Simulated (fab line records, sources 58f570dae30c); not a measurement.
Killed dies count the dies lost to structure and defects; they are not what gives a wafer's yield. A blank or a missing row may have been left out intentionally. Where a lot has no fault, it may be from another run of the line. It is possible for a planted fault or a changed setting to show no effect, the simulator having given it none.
Split-lot trial || flow berkeley cmos170 || 23 wafers read across 5 lots, on a route 331 steps long

ON THE SPLIT
At UCB170_CONTACT_CVD_01 (deposits PSG from SiH4/O2/PH3, target thk 700 nm, time 2820 s), the setting pressure mtorr was moved away from the recipe's 300 mTorr on 20 of the 23 wafers read, by -10.8% to +13.6%. This setting was run at the recipe's value on the other wafers.

No step appears in the file between the split and the reading.

THE READING
At UCB170_CONTACT_THK_MEAS_02: CONTACT_PSG_THK, given in nm. On this fab line, fault-free wafers typically give 701 nm with a standard deviation of 6.7 nm.

{"wafer": "L075.1", "tool, chamber at the split": "-, -", "pressure mtorr as run, mTorr": 273.3, "against the recipe": "-8.9%", "CONTACT_PSG_THK, nm": 655, "against lot-mates on the recipe": "no lot-mate on the recipe"}
{"wafer": "L075.2", "tool, chamber at the split": "-, -", "pressure mtorr as run, mTorr": 273.3, "against the recipe": "-8.9%", "CONTACT_PSG_THK, nm": 653, "against lot-mates on the recipe": "no lot-mate on the recipe"}
{"wafer": "L075.4", "tool, chamber at the split": "-, -", "pressure mtorr as run, mTorr": 273.3, "against the recipe": "-8.9%", "CONTACT_PSG_THK, nm": 657, "against lot-mates on the recipe": "no lot-mate on the recipe"}
{"wafer": "L075.5", "tool, chamber at the split": "-, -", "pressure mtorr as run, mTorr": 273.3, "against the recipe": "-8.9%", "CONTACT_PSG_THK, nm": 656, "against lot-mates on the recipe": "no lot-mate on the recipe"}
{"wafer": "L075.6", "tool, chamber at the split": "-, -", "pressure mtorr as run, mTorr": 273.3, "against the recipe": "-8.9%", "CONTACT_PSG_THK, nm": 656, "against lot-mates on the recipe": "no lot-mate on the recipe"}
{"wafer": "L076.1", "tool, chamber at the split": "-, -", "pressure mtorr as run, mTorr": 267.6, "against the recipe": "-10.8%", "CONTACT_PSG_THK, nm": 666, "against lot-mates on the recipe": "no lot-mate on the recipe"}
{"wafer": "L076.2", "tool, chamber at the split": "-, -", "pressure mtorr as run, mTorr": 267.6, "against the recipe": "-10.8%", "CONTACT_PSG_THK, nm": 663, "against lot-mates on the recipe": "no lot-mate on the recipe"}
{"wafer": "L076.3", "tool, chamber at the split": "-, -", "pressure mtorr as run, mTorr": 267.6, "against the recipe": "-10.8%", "CONTACT_PSG_THK, nm": 664, "against lot-mates on the recipe": "no lot-mate on the recipe"}
{"wafer": "L076.4", "tool, chamber at the split": "-, -", "pressure mtorr as run, mTorr": 267.6, "against the recipe": "-10.8%", "CONTACT_PSG_THK, nm": 659, "against lot-mates on the recipe": "no lot-mate on the recipe"}
{"wafer": "L076.6", "tool, chamber at the split": "-, -", "pressure mtorr as run, mTorr": 267.6, "against the recipe": "-10.8%", "CONTACT_PSG_THK, nm": 668, "against lot-mates on the recipe": "no lot-mate on the recipe"}
{"wafer": "L082.1", "tool, chamber at the split": "-, -", "pressure mtorr as run, mTorr": 284, "against the recipe": "-5.3%", "CONTACT_PSG_THK, nm": 679, "against lot-mates on the recipe": "no lot-mate on the recipe"}
{"wafer": "L082.3", "tool, chamber at the split": "-, -", "pressure mtorr as run, mTorr": 284, "against the recipe": "-5.3%", "CONTACT_PSG_THK, nm": 678, "against lot-mates on the recipe": "no lot-mate on the recipe"}
{"wafer": "L082.4", "tool, chamber at the split": "-, -", "pressure mtorr as run, mTorr": 284, "against the recipe": "-5.3%", "CONTACT_PSG_THK, nm": 671, "against lot-mates on the recipe": "no lot-mate on the recipe"}
{"wafer": "L082.5", "tool, chamber at the split": "-, -", "pressure mtorr as run, mTorr": 284, "against the recipe": "-5.3%", "CONTACT_PSG_THK, nm": 682, "against lot-mates on the recipe": "no lot-mate on the recipe"}
{"wafer": "L082.6", "tool, chamber at the split": "-, -", "pressure mtorr as run, mTorr": 284, "against the recipe": "-5.3%", "CONTACT_PSG_THK, nm": 678, "against lot-mates on the recipe": "no lot-mate on the recipe"}
{"wafer": "L085.1", "tool, chamber at the split": "lpcvd-02, 0", "pressure mtorr as run, mTorr": 300, "against the recipe": "recipe", "CONTACT_PSG_THK, nm": 694, "against lot-mates on the recipe": "-"}
{"wafer": "L085.2", "tool, chamber at the split": "lpcvd-02, 0", "pressure mtorr as run, mTorr": 300, "against the recipe": "recipe", "CONTACT_PSG_THK, nm": 697, "against lot-mates on the recipe": "-"}
{"wafer": "L085.4", "tool, chamber at the split": "lpcvd-02, 0", "pressure mtorr as run, mTorr": 300, "against the recipe": "recipe", "CONTACT_PSG_THK, nm": 697, "against lot-mates on the recipe": "-"}
{"wafer": "L080.1", "tool, chamber at the split": "-, -", "pressure mtorr as run, mTorr": 340.9, "against the recipe": "+13.6%", "CONTACT_PSG_THK, nm": 753, "against lot-mates on the recipe": "no lot-mate on the recipe"}
{"wafer": "L080.2", "tool, chamber at the split": "-, -", "pressure mtorr as run, mTorr": 340.9, "against the recipe": "+13.6%", "CONTACT_PSG_THK, nm": 752, "against lot-mates on the recipe": "no lot-mate on the recipe"}
{"wafer": "L080.3", "tool, chamber at the split": "-, -", "pressure mtorr as run, mTorr": 340.9, "against the recipe": "+13.6%", "CONTACT_PSG_THK, nm": 750, "against lot-mates on the recipe": "no lot-mate on the recipe"}
{"wafer": "L080.4", "tool, chamber at the split": "-, -", "pressure mtorr as run, mTorr": 340.9, "against the recipe": "+13.6%", "CONTACT_PSG_THK, nm": 750, "against lot-mates on the recipe": "no lot-mate on the recipe"}
{"wafer": "L080.6", "tool, chamber at the split": "-, -", "pressure mtorr as run, mTorr": 340.9, "against the recipe": "+13.6%", "CONTACT_PSG_THK, nm": 756, "against lot-mates on the recipe": "no lot-mate on the recipe"}

THE FIT
A straight line over all 23 wafers: CONTACT_PSG_THK changes by +3.89 nm for each +1% of pressure mtorr; r = +0.99; the points scatter about the line by 6.2 nm.
Too few moved wafers have a lot-mate on the recipe to fit a line with each lot's own level taken away.

THE WHOLE CHAIN: every reading that the file lists as answering this split, in the file's order
{"step": "UCB170_CONTACT_CVD_01", "what it does": "deposits PSG from SiH4/O2/PH3, target thk 700 nm, time 2820 s", "reading": "PSG_of_CONTACT_CVD_01.thk nm (the simulator's own value, which no gauge read)", "change (the file's fit)": "+3.96 nm for each +1% of the setting", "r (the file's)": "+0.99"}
{"step": "UCB170_CONTACT_THK_MEAS_02", "what it does": "", "reading": "CONTACT_PSG_THK", "change (the file's fit)": "+3.89 for each +1% of the setting", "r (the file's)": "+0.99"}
{"step": "UCB170_CONTACT_ETCH_18", "what it does": "etches PSG in CHF3/CF4/Ar, stops on TiSi2, target depth 840 nm, time 195 s", "reading": "CONTACT.feature depth nm (the simulator's own value, which no gauge read)", "change (the file's fit)": "+3.9 nm for each +1% of the setting", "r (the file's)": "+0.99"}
{"step": "UCB170_CONTACT_ETCH_18", "what it does": "etches PSG in CHF3/CF4/Ar, stops on TiSi2, target depth 840 nm, time 195 s", "reading": "etch.depth nm (the simulator's own value, which no gauge read)", "change (the file's fit)": "+3.96 nm for each +1% of the setting", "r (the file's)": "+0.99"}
{"step": "UCB170_M1_METAL_ETCH_12", "what it does": "etches Al in Cl2/BCl3, stops on PSG, target depth 780 nm, time 130 s", "reading": "PSG_of_CONTACT_CVD_01.thk nm (the simulator's own value, which no gauge read)", "change (the file's fit)": "+3.81 nm for each +1% of the setting", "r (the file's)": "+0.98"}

THE FILE'S OWN FIT
CONTACT_PSG_THK changes by +3.89 nm for each +1% of pressure mtorr, r = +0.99.
